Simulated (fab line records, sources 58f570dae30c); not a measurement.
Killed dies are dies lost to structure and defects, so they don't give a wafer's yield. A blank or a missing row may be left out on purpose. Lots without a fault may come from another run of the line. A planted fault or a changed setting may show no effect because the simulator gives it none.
fab line records | flow berkeley_cmos170
record lots=5 wafers=23
route steps=331 shown NWELL@15 PWELL@49 ACTIVE@71 PFIELD@80 NVT@111 PVT@116 NLDD@166 PSD@176
start_h: hours from the record's first day to the start of the lot's first wafer shown | wait_h: hours since the lot's step before | " the same as in the row above | L1.1+2: a row that stands for several wafers | - no value, or no start given | * or withheld: withheld | < > ~ a bound
route shown NAME@n: a module of which the file shows steps, and the number in the route of the first | usual: mean/standard deviation of fault-free wafers | same: alike in all rows | chamber/n: place in a boat | sites: the reading at each site | _std_site: their standard deviation | _edge_site: outer sites' mean less inner sites' | radius_mm: how far each site lies from the wafer's centre | mask NAME#n: copy n | behind: the tool/chamber that last shaped the wafer | hold: why the lot was held/for how many hours/how that ended | device: the transistor (n, p or np) that didn't switch | end of line: the same wafers' tests at the end of the route | a step without rows: its recipe alone | killed: dies lost to structure and defects at the first sort, not the wafer's yield | map: a wafer's dies, x killed, . not, _ none there
set.NAME: the setting as run; set.NAME@STEP: as run at that earlier step | model.NAME: the simulator's own value behind a step, which no gauge read
lots whose settings were changed on purpose; a table a step, a row a wafer
## steps
# step UCB170_NWELL_OXIDATION_01
# recipe temp_c=1000 ambient=O2 target_thk_a=264 ox_time_s=1260
# columns lot.wafer tool chamber start_h wait_h set.ox_time_s model.SiO2_of_NWELL_OXIDATION_01.thk_nm
L076.2 furnace-03 0 29.97 1.4 1260 26.05
L076.3 " 0 " " 1260 26.29
L076.4 " 0 " " 1260 25.99
L081.1 - - - 1.6 1138 24.44
L081.2 " - " " 1138 23.92
L081.3 " - " " 1138 24.04
L081.5 " - " " 1138 24.52
L081.6 " - " " 1138 24.13
L082.1 - - - 3.4 1119 24.12
L082.2 " - " " 1119 24.67
L082.3 " - " " 1119 24.29
L082.4 " - " " 1119 24.63
L082.5 " - " " 1119 24.45
L083.1 - - - 1.3 1260 26.17
L083.2 " - " " 1260 26.21
L083.3 " - " " 1260 26.45
L083.4 " - " " 1260 26.2
L083.6 " - " " 1260 25.96
L084.1 - - - 2.5 1260 26.46
L084.2 " - " " 1260 26.7
L084.4 " - " " 1260 26.36
L084.5 " - " " 1260 26.4
L084.6 " - " " 1260 26.55
# step UCB170_NWELL_THK_MEAS_02
# recipe reads=SiO2_of_NWELL_OXIDATION_01
# usual NWELL_OXIDE_THK=26.3/0.43
# columns lot.wafer tool chamber start_h wait_h set.ox_time_s@NWELL_OXIDATION_01 NWELL_OXIDE_THK[nm]
L076.2 film_metro-02 - 31.33 0.0 1260 26.1
L076.3 " - " " 1260 26.3
L076.4 " - " " 1260 26.0
L081.1 film_metro-03 - - - 1138 24.4
L081.2 " - " " 1138 23.9
L081.3 " - " " 1138 24.1
L081.5 " - " " 1138 24.5
L081.6 " - " " 1138 24.1
L082.1 film_metro-02 - - - 1119 24.1
L082.2 " - " " 1119 24.7
L082.3 " - " " 1119 24.3
L082.4 " - " " 1119 24.6
L082.5 " - " " 1119 24.5
L083.1 film_metro-02 - - - 1260 26.2
L083.2 " - " " 1260 26.2
L083.3 " - " " 1260 26.4
L083.4 " - " " 1260 26.2
L083.6 " - " " 1260 25.9
L084.1 film_metro-02 - - - 1260 26.4
L084.2 " - " " 1260 26.7
L084.4 " - " " 1260 26.3
L084.5 " - " " 1260 26.4
L084.6 " - " " 1260 26.6
# step UCB170_PWELL_IMPLANT_15
# recipe species=B dose_cm2=5e+12 energy_kev=60 tilt_deg=7
# columns lot.wafer tool chamber start_h wait_h set.dose_cm2
L076.2+3+4 implanter-02 0 53.29 0.1 5e+12
L081.1+2+3 implanter-01 0 79.17 0.1 5e+12
L081.5+6 " 0 " " 4.846e+12
L082.1+2+5 implanter-01 0 90.73 0.1 4.628e+12
L082.3+4 " 0 " " 5e+12
L083.1+2 implanter-02 0 90.89 0.1 4.675e+12
L083.3+4+6 " 0 " " 5e+12
L084.1+2+4+5+6 implanter-01 0 96.66 0.1 5e+12
# step UCB170_PWELL_STRIP_16
# recipe chemistry=O2 power_w=400 pressure_mtorr=3500 platen_temp_c=withheld o2_flow_sccm=400 overash_fraction=0.5
# step UCB170_PWELL_TW_MEAS_17
# usual PWELL_TW=381/3.3
# columns lot.wafer tool chamber start_h wait_h set.dose_cm2@PWELL_IMPLANT_15 PWELL_TW
L076.2 film_metro-03 - 53.52 0.1 5e+12 378
L076.3 " - " " 5e+12 378
L076.4 " - " " 5e+12 377
L081.1 film_metro-03 - 79.42 0.1 5e+12 375
L081.2 " - " " 5e+12 374
L081.3 " - " " 5e+12 375
L081.5 " - " " 4.846e+12 373
L081.6 " - " " 4.846e+12 371
L082.1 film_metro-02 - 90.98 0.1 4.628e+12 376
L082.2 " - " " 4.628e+12 375
L082.3 " - " " 5e+12 384
L082.4 " - " " 5e+12 383
L082.5 " - " " 4.628e+12 376
L083.1 film_metro-01 - 91.14 0.1 4.675e+12 377
L083.2 " - " " 4.675e+12 374
L083.3 " - " " 5e+12 382
L083.4 " - " " 5e+12 383
L083.6 " - " " 5e+12 383
L084.1 film_metro-02 - 96.91 0.1 5e+12 381
L084.2 " - " " 5e+12 381
L084.4 " - " " 5e+12 384
L084.5 " - " " 5e+12 383
L084.6 " - " " 5e+12 383
# step UCB170_ACTIVE_PEB_11
# recipe peb_temp_c=130 peb_time_s=withheld resist=KrF
# columns lot.wafer tool chamber start_h wait_h set.peb_temp_c
L076.2+3+4 litho_track-01 0 82.48 0.8 130
L081.1+5 litho_track-03 0 106.35 0.2 130
L081.2+3+6 " 0 " " 133.7
L082.1+3 litho_track-01 0 116.77 0.1 130
L082.2+4+5 " 0 " " 128.2
L084.1+2+6 litho_track-02 0 124.06 0.3 132.2
L084.4+5 " 0 " " 130
L083.1+3+6 litho_track-01 0 124.14 0.1 128.7
L083.2+4 " 0 " " 130
# step UCB170_ACTIVE_DEVELOP_12
# recipe developer=TMAH develop_time_s=45 resist=KrF dev_temp_c=21
# step UCB170_ACTIVE_CD_MEAS_13
# recipe target_cd_nm=1200
# usual cd_nm=1199.9/1.3
# columns lot.wafer tool chamber start_h wait_h set.peb_temp_c@ACTIVE_PEB_11 cd_nm
L076.2 cd_sem-02 - 82.75 - 130 1199.5
L076.3 " - " " 130 1201.3
L076.4 " - " " 130 1200.8
L081.1 cd_sem-01 - 106.63 - 130 1200.2
L081.2 " - " " 133.7 1176.8
L081.3 " - " " 133.7 1178.4
L081.5 " - " " 130 1198.9
L081.6 " - " " 133.7 1177.6
L082.1 cd_sem-01 - 117.05 - 130 1201.1
L082.2 " - " " 128.2 1215.6
L082.3 " - " " 130 1200.7
L082.4 " - " " 128.2 1215.1
L082.5 " - " " 128.2 1213.8
L084.1 cd_sem-01 - 124.54 - 132.2 1185.4
L084.2 " - " " 132.2 1185.9
L084.4 " - " " 130 1200.6
L084.5 " - " " 130 1200.3
L084.6 " - " " 132.2 1186.6
L083.1 cd_sem-01 - 124.78 - 128.7 1208.0
L083.2 " - " " 130 1199.6
L083.3 " - " " 128.7 1209.4
L083.4 " - " " 130 1200.3
L083.6 " - " " 128.7 1209.4
# step UCB170_ACTIVE_ETCH_15
# recipe chemistry=CH3F/Ar/O2 target=Si3N4 stop_on=SiO2 CH3F_flow_sccm=20 Ar_flow_sccm=50 O2_flow_sccm=7 pressure_mtorr=50 rf_w=450 target_depth_a=2420 over_etch_frac=0.1 time_s=151
# columns lot.wafer tool chamber start_h wait_h set.over_etch_frac set.peb_temp_c@ACTIVE_PEB_11 model.ACTIVE.cd_nm
L076.2 rie_diel-04 0 82.89 0.0 0.1 130 1199
L076.3 " 2 " " 0.1 130 1201
L076.4 " 1 " " 0.1 130 1200
L081.1 rie_diel-02 3 106.79 0.0 0.07978 130 1200
L081.2 " 1 " " 0.07978 133.7 1177
L081.3 " 0 " " 0.1 133.7 1178
L081.5 " 0 " " 0.1 130 1199
L081.6 " 1 " " 0.07978 133.7 1178
L082.1 rie_diel-01 1 117.20 0.0 0.1 130 1201
L082.2+4 " 3,2 " " 0.1 128.2 1215
L082.3 " 0 " " 0.1122 130 1201
L082.5 " 3 " " 0.1122 128.2 1214
L084.1 rie_diel-04 1 124.69 0.0 0.1 132.2 1185
L084.2 " 2 " " 0.1219 132.2 1186
L084.4 " 3 " " 0.1219 130 1200
L084.5 " 1 " " 0.1 130 1201
L084.6 " 2 " " 0.1 132.2 1187
L083.1 rie_diel-02 0 124.93 0.0 0.1 128.7 1208
L083.2+4 " 1,3 " " 0.1 130 1200
L083.3 " 2 " " 0.1141 128.7 1210
L083.6 " 3 " " 0.1141 128.7 1209
# step UCB170_ACTIVE_STRIP_16
# recipe chemistry=O2 power_w=400 pressure_mtorr=3500 platen_temp_c=withheld o2_flow_sccm=400 overash_fraction=0.5
# step UCB170_ACTIVE_CD_MEAS_90
# recipe target_cd_nm=1200
# usual cd_nm=1199.9/1.3
# columns lot.wafer tool chamber start_h wait_h set.peb_temp_c@ACTIVE_PEB_11 cd_nm
L076.2 cd_sem-01 - 83.25 0.2 130 1199.3
L076.3 " - " " 130 1201.4
L076.4 " - " " 130 1200.7
L081.1 cd_sem-02 - 107.00 0.1 130 1200.5
L081.2 " - " " 133.7 1176.9
L081.3 " - " " 133.7 1178.6
L081.5 " - " " 130 1198.7
L081.6 " - " " 133.7 1178.2
L082.1 cd_sem-02 - 117.40 0.1 130 1201.2
L082.2 " - " " 128.2 1215.4
L082.3 " - " " 130 1200.9
L082.4 " - " " 128.2 1215.2
L082.5 " - " " 128.2 1214.4
L084.1 cd_sem-01 - 125.02 0.2 132.2 1185.0
L084.2 " - " " 132.2 1186.0
L084.4 " - " " 130 1199.4
L084.5 " - " " 130 1200.8
L084.6 " - " " 132.2 1187.0
L083.1 cd_sem-01 - 125.26 0.2 128.7 1208.0
L083.2 " - " " 130 1199.8
L083.3 " - " " 128.7 1209.5
L083.4 " - " " 130 1200.9
L083.6 " - " " 128.7 1208.9
# step UCB170_PFIELD_COAT_01
# recipe resist=KrF spin_rpm=1500 resist_thk_nm=900
# columns lot.wafer tool chamber start_h wait_h set.resist_thk_nm model.KrF_of_PFIELD_COAT_01.thk_nm
L076.2 litho_track-04 0 85.85 0.1 900 901.2
L076.3 " 0 " " 900 897.5
L076.4 " 0 " " 900 896.7
L081.1 litho_track-04 0 107.46 0.1 900 896.9
L081.2 " 0 " " 946.2 947.3
L081.3 " 0 " " 946.2 945.3
L081.5 " 0 " " 900 897.4
L081.6 " 0 " " 900 898.8
L082.1 litho_track-02 0 118.72 0.1 900 899.4
L082.2 " 0 " " 900 897.5
L082.3 " 0 " " 900 899.9
L082.4 " 0 " " 900 898.4
L082.5 " 0 " " 900 899.5
L084.1 litho_track-03 0 125.82 0.1 919.2 923.3
L084.2 " 0 " " 919.2 921
L084.4 " 0 " " 900 903.4
L084.5 " 0 " " 900 903.7
L084.6 " 0 " " 900 903
L083.1 litho_track-04 0 126.20 0.1 900 900.9
L083.2 " 0 " " 900 904
L083.3 " 0 " " 930.3 928.9
L083.4 " 0 " " 930.3 930.8
L083.6 " 0 " " 900 900.3
# step UCB170_PFIELD_SOFTBAKE_02
# recipe resist=KrF temp_c=130 time_s=60
# columns lot.wafer tool chamber start_h wait_h set.temp_c
L076.2+3+4 litho_track-04 0 86.00 0.1 130
L081.1+3+6 litho_track-04 0 107.61 0.1 128.8
L081.2+5 " 0 " " 130
L082.1+4 litho_track-02 0 118.87 0.1 132.7
L082.2+3+5 " 0 " " 130
L084.1+6 litho_track-03 0 125.97 0.1 127.3
L084.2+4+5 " 0 " " 130
L083.1+2+3+4+6 litho_track-04 0 126.35 0.1 130
# step UCB170_PFIELD_EXPOSE_03
# recipe mask_id=PFIELD na=0.5 sigma_outer=0.6 source_shape=conventional target_cd_nm=1500 dose_mj=30
# step UCB170_PFIELD_PEB_04
# recipe peb_temp_c=130 peb_time_s=withheld resist=KrF
# step UCB170_PFIELD_IMPLANT_07
# recipe species=B dose_cm2=1.984e+13 energy_kev=80 tilt_deg=7
# step UCB170_PFIELD_STRIP_08
# recipe chemistry=O2 power_w=400 pressure_mtorr=3500 platen_temp_c=withheld o2_flow_sccm=400 overash_fraction=0.5
# usual strip_time_to_endpoint_s=21.62/0.048
# columns lot.wafer tool chamber start_h wait_h set.resist_thk_nm@PFIELD_COAT_01 strip_time_to_endpoint_s
L076.2 plasma_asher-04 1 87.49 0.1 900 21.65
L076.3 " 0 " " 900 21.57
L076.4 " 1 " " 900 21.54
L081.1 plasma_asher-02 1 108.75 0.1 900 21.59
L081.2 " 0 " " 946.2 22.77
L081.3 " 0 " " 946.2 22.73
L081.5 " 0 " " 900 21.57
L081.6 " 1 " " 900 21.63
L082.1 plasma_asher-02 1 119.60 0.1 900 21.54
L082.2 " 0 " " 900 21.57
L082.3 " 1 " " 900 21.61
L082.4 " 0 " " 900 21.50
L082.5 " 1 " " 900 21.61
L084.1 plasma_asher-02 1 126.85 0.1 919.2 22.25
L084.2 " 0 " " 919.2 22.15
L084.4 " 1 " " 900 21.70
L084.5 " 1 " " 900 21.71
L084.6 " 0 " " 900 21.76
L083.1 plasma_asher-04 1 127.20 0.1 900 21.64
L083.2 " 0 " " 900 21.72
L083.3 " 1 " " 930.3 22.31
L083.4 " 0 " " 930.3 22.36
L083.6 " 1 " " 900 21.62
# step UCB170_NVT_IMPLANT_07
# recipe species=BF2 dose_cm2=3e+12 energy_kev=50 tilt_deg=7
# columns lot.wafer tool chamber start_h wait_h set.energy_kev model.implant.rp_nm model.implant.drp_nm
L076.2+3+4 implanter-04 0 111.94 0.0 50 36.96 18.57
L081.1+2+6 implanter-01 0 139.43 0.0 50 36.66 18.57
L081.3+5 " 0 " " 48.63 35.66 18.2
L083.1+6 implanter-04 0 152.02 0.0 50 38.59 18.57
L083.2+3+4 " 0 " " 48.04 37.09 18.04
L084.1+2+4+5+6 implanter-01 0 152.02 0.0 50 36.96 18.57
L082.1+3+4 implanter-01 0 152.38 0.0 50 37.51 18.57
L082.2+5 " 0 " " 48.24 36.21 18.1
# step UCB170_PVT_COAT_01
# recipe resist=KrF spin_rpm=1500 resist_thk_nm=900
# columns lot.wafer tool chamber start_h wait_h set.spin_rpm model.KrF_of_PVT_COAT_01.thk_nm
L076.2 litho_track-04 0 112.78 0.1 1500 900
L076.3 " 0 " " 1500 899.9
L076.4 " 0 " " 1500 899.8
L081.1 litho_track-03 0 140.51 0.1 1500 905.8
L081.2 " 0 " " 1500 906.5
L081.3 " 0 " " 1453 917.3
L081.5 " 0 " " 1453 916
L081.6 " 0 " " 1453 919.2
L083.1 litho_track-01 0 152.65 0.1 1578 878.7
L083.2 " 0 " " 1500 900.6
L083.3 " 0 " " 1500 898.2
L083.4 " 0 " " 1578 876.5
L083.6 " 0 " " 1578 877
L084.1 litho_track-03 0 152.65 0.1 1500 903.3
L084.2 " 0 " " 1597 868.9
L084.4 " 0 " " 1597 874.3
L084.5 " 0 " " 1500 903.1
L084.6 " 0 " " 1597 875.7
L082.1 litho_track-01 0 153.18 0.1 1500 904.4
L082.2+3 " 0 " " 1500 903.7
L082.4 " 0 " " 1500 905.9
L082.5 " 0 " " 1500 900.6
# step UCB170_PVT_SOFTBAKE_02
# recipe resist=KrF temp_c=130 time_s=60
# step UCB170_PVT_EXPOSE_03
# recipe mask_id=NWELL target_cd_nm=3000 na=0.5 sigma_outer=0.6 source_shape=conventional dose_mj=30
# step UCB170_PVT_IMPLANT_07
# recipe species=P dose_cm2=2e+12 energy_kev=30 tilt_deg=7
# step UCB170_PVT_STRIP_08
# recipe chemistry=O2 power_w=400 pressure_mtorr=3500 platen_temp_c=withheld o2_flow_sccm=400 overash_fraction=0.5431
# usual strip_time_to_endpoint_s=21.67/0.069
# columns lot.wafer tool chamber start_h wait_h set.spin_rpm@PVT_COAT_01 strip_time_to_endpoint_s
L076.2 plasma_asher-03 0 114.16 0.1 1500 21.65
L076.3 " 1 " " 1500 21.63
L076.4 " 0 " " 1500 21.63
L081.1 plasma_asher-02 0 141.73 0.1 1500 21.76
L081.2 " 1 " " 1500 21.79
L081.3 " 1 " " 1453 22.05
L081.5 " 1 " " 1453 22.01
L081.6 " 0 " " 1453 22.10
L083.1 plasma_asher-02 0 153.66 0.1 1578 21.11
L083.2 " 1 " " 1500 21.64
L083.3 " 1 " " 1500 21.58
L083.4 " 0 " " 1578 21.05
L083.6 " 1 " " 1578 21.08
L084.1 plasma_asher-03 1 153.90 0.1 1500 21.71
L084.2 " 0 " " 1597 20.89
L084.4 " 1 " " 1597 21.02
L084.5 " 0 " " 1500 21.70
L084.6 " 1 " " 1597 21.03
L082.1 plasma_asher-02 1 154.26 0.1 1500 21.74
L082.2 " 0 " " 1500 21.71
L082.3 " 0 " " 1500 21.72
L082.4 " 1 " " 1500 21.77
L082.5 " 0 " " 1500 21.65
# step UCB170_NLDD_IMPLANT_08
# recipe species=As dose_cm2=5e+13 energy_kev=30 tilt_deg=7 rotation_deg=0
# columns lot.wafer tool chamber start_h wait_h set.dose_cm2
L076.2+3+4 implanter-03 0 129.84 0.0 5e+13
L081.1+5+6 implanter-03 0 162.47 0.0 5.288e+13
L081.2+3 " 0 " " 5e+13
L083.1+2+3+4+6 implanter-01 0 168.82 0.0 5e+13
L082.1+2 implanter-03 0 169.14 0.0 4.766e+13
L082.3+4+5 " 0 " " 5e+13
L084.1+2+4+5+6 implanter-01 0 169.59 0.0 5e+13
# step UCB170_PSD_COAT_01
# recipe resist=KrF spin_rpm=1500 resist_thk_nm=900
# columns lot.wafer tool chamber start_h wait_h set.resist_thk_nm model.KrF_of_PSD_COAT_01.thk_nm
L076.2 litho_track-04 0 135.14 0.1 900 899.2
L076.3 " 0 " " 900 898
L076.4 " 0 " " 900 899.4
L081.1 litho_track-03 0 165.70 0.1 900 904.1
L081.2 " 0 " " 900 904.3
L081.3 " 0 " " 929.7 933.9
L081.5 " 0 " " 929.7 936.3
L081.6 " 0 " " 900 905.3
L083.1 litho_track-03 0 174.34 0.1 900 901.8
L083.2 " 0 " " 915.2 918.3
L083.3 " 0 " " 915.2 913.2
L083.4 " 0 " " 900 902.2
L083.6 " 0 " " 900 900.4
L082.1 litho_track-01 0 174.68 0.1 881.7 884.2
L082.2 " 0 " " 881.7 883.4
L082.3 " 0 " " 900 900.3
L082.4 " 0 " " 881.7 881.8
L082.5 " 0 " " 900 901.1
L084.1 litho_track-03 0 174.79 0.1 900 901.8
L084.2 " 0 " " 942 947.9
L084.4 " 0 " " 900 906.1
L084.5 " 0 " " 900 903.2
L084.6 " 0 " " 942 945.9
# step UCB170_PSD_SOFTBAKE_02
# recipe resist=KrF temp_c=129.5 time_s=60
# step UCB170_PSD_EXPOSE_03
# recipe mask_id=PSELECT_MOD na=0.5 sigma_outer=0.6 source_shape=conventional target_cd_nm=1200 dose_mj=30
# step UCB170_PSD_PEB_04
# recipe peb_temp_c=130 peb_time_s=withheld resist=KrF
# step UCB170_PSD_DEVELOP_05
# recipe developer=TMAH develop_time_s=45 resist=KrF dev_temp_c=21
# columns lot.wafer tool chamber start_h wait_h set.resist_thk_nm@PSD_COAT_01 model.KrF_of_PSD_COAT_01.thk_nm
L076.2 litho_track-04 0 - - 900 885.6
L076.3 " 0 " " 900 884.3
L076.4 " 0 " " 900 885.8
L081.1 litho_track-01 0 - - 900 890.4
L081.2 " 0 " " 900 890.7
L081.3 " 0 " " 929.7 920.3
L081.5 " 0 " " 929.7 922.7
L081.6 " 0 " " 900 891.7
L083.1 litho_track-03 0 - - 900 888.2
L083.2 " 0 " " 915.2 904.7
L083.3 " 0 " " 915.2 899.6
L083.4 " 0 " " 900 888.6
L083.6 " 0 " " 900 886.7
L082.1 litho_track-03 0 - - 881.7 870.6
L082.2 " 0 " " 881.7 869.7
L082.3 " 0 " " 900 886.7
L082.4 " 0 " " 881.7 868.1
L082.5 " 0 " " 900 887.5
L084.1 litho_track-01 0 - - 900 888.2
L084.2 " 0 " " 942 934.3
L084.4 " 0 " " 900 892.5
L084.5 " 0 " " 900 889.6
L084.6 " 0 " " 942 932.3
# step UCB170_PSD_IMPLANT_08
# recipe species=B dose_cm2=3e+15 energy_kev=20 tilt_deg=7
# columns lot.wafer tool chamber start_h wait_h set.dose_cm2
L076.2+3+4 implanter-04 0 135.99 0.0 3e+15
L081.1+2+3+5+6 implanter-04 0 167.16 0.0 3e+15
L083.1+3+4 implanter-01 0 175.53 0.0 3e+15
L083.2+6 " 0 " " 3.095e+15
L082.1+4 implanter-01 0 176.25 0.0 2.864e+15
L082.2+3+5 " 0 " " 3e+15
L084.1+5+6 implanter-04 0 176.31 0.0 3e+15
L084.2+4 " 0 " " 2.92e+15
# step UCB170_PSD_STRIP_09
# recipe chemistry=O2 power_w=400 pressure_mtorr=3500 platen_temp_c=withheld o2_flow_sccm=400 overash_fraction=0.5
# usual strip_time_to_endpoint_s=29.44/0.082
# columns lot.wafer tool chamber start_h wait_h set.resist_thk_nm@PSD_COAT_01 set.dose_cm2@PSD_IMPLANT_08 strip_time_to_endpoint_s
L076.2 plasma_asher-02 1 136.11 0.1 900 3e+15 29.35
L076.3 " 0 " " 900 3e+15 29.34
L076.4 " 1 " " 900 3e+15 29.41
L081.1 plasma_asher-01 1 167.31 0.1 900 3e+15 29.56
L081.2 " 0 " " 900 3e+15 29.55
L081.3 " 1 " " 929.7 3e+15 30.24
L081.5 " 0 " " 929.7 3e+15 30.30
L081.6 " 1 " " 900 3e+15 29.52
L083.1 plasma_asher-02 1 175.68 0.1 900 3e+15 29.48
L083.2 " 0 " " 915.2 3.095e+15 30.15
L083.3 " 1 " " 915.2 3e+15 29.69
L083.4 " 0 " " 900 3e+15 29.45
L083.6 " 1 " " 900 3.095e+15 29.74
L082.1 plasma_asher-02 0 176.40 0.1 881.7 2.864e+15 28.52
L082.2 " 1 " " 881.7 3e+15 29.03
L082.3 " 1 " " 900 3e+15 29.45
L082.4 " 0 " " 881.7 2.864e+15 28.45
L082.5 " 0 " " 900 3e+15 29.47
L084.1 plasma_asher-03 0 176.46 0.1 900 3e+15 29.48
L084.2 " 1 " " 942 2.92e+15 30.29
L084.4 " 1 " " 900 2.92e+15 29.28
L084.5 " 1 " " 900 3e+15 29.48
L084.6 " 0 " " 942 3e+15 30.53
## key
split step=UCB170_NWELL_OXIDATION_01 setting=ox_time_s stated=1260 by=lot
response step=UCB170_NWELL_OXIDATION_01 reading=model.SiO2_of_NWELL_OXIDATION_01.thk_nm change=+0.186 per=1% r=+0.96
response step=UCB170_NWELL_THK_MEAS_02 reading=NWELL_OXIDE_THK change=+0.185 per=1% r=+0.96
split step=UCB170_PWELL_IMPLANT_15 setting=dose_cm2 stated=5e+12 by=wafer
response step=UCB170_PWELL_TW_MEAS_17 reading=PWELL_TW change=+1.03 per=1% r=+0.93
split step=UCB170_ACTIVE_PEB_11 setting=peb_temp_c stated=130 by=wafer
response step=UCB170_ACTIVE_CD_MEAS_13 reading=cd_nm change=-8.31 per=1% r=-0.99
response step=UCB170_ACTIVE_ETCH_15 reading=model.ACTIVE.cd_nm change=-8.29 per=1% r=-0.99
response step=UCB170_ACTIVE_CD_MEAS_90 reading=cd_nm change=-8.18 per=1% r=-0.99
split step=UCB170_ACTIVE_ETCH_15 setting=over_etch_frac stated=0.1 by=wafer
response none clear
split step=UCB170_PFIELD_COAT_01 setting=resist_thk_nm stated=900 by=wafer
response step=UCB170_PFIELD_COAT_01 reading=model.KrF_of_PFIELD_COAT_01.thk_nm change=+9.1 per=1% r=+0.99
response step=UCB170_PFIELD_STRIP_08 reading=strip_time_to_endpoint_s change=* per=1% r=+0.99
split step=UCB170_PFIELD_SOFTBAKE_02 setting=temp_c stated=130 by=wafer
response none clear
split step=UCB170_NVT_IMPLANT_07 setting=energy_kev stated=50 by=wafer
response step=UCB170_NVT_IMPLANT_07 reading=model.implant.rp_nm change=+0.374 per=1% r=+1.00
response step=UCB170_NVT_IMPLANT_07 reading=model.implant.drp_nm change=+0.134 per=1% r=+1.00
split step=UCB170_PVT_COAT_01 setting=spin_rpm stated=1500 by=wafer
response step=UCB170_PVT_COAT_01 reading=model.KrF_of_PVT_COAT_01.thk_nm change=-4.39 per=1% r=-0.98
response step=UCB170_PVT_STRIP_08 reading=strip_time_to_endpoint_s change=* per=1% r=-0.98
split step=UCB170_NLDD_IMPLANT_08 setting=dose_cm2 stated=5e+13 by=wafer
response none in this file
split step=UCB170_PSD_COAT_01 setting=resist_thk_nm stated=900 by=wafer
response step=UCB170_PSD_COAT_01 reading=model.KrF_of_PSD_COAT_01.thk_nm change=+9.14 per=1% r=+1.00
response step=UCB170_PSD_DEVELOP_05 reading=model.KrF_of_PSD_COAT_01.thk_nm change=+9.15 per=1% r=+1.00
response step=UCB170_PSD_STRIP_09 reading=strip_time_to_endpoint_s change=* per=1% r=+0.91
split step=UCB170_PSD_IMPLANT_08 setting=dose_cm2 stated=3e+15 by=wafer
response step=UCB170_PSD_STRIP_09 reading=strip_time_to_endpoint_s slope=* per=1% together_with=resist_thk_nm@PSD_COAT_01 explained=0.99
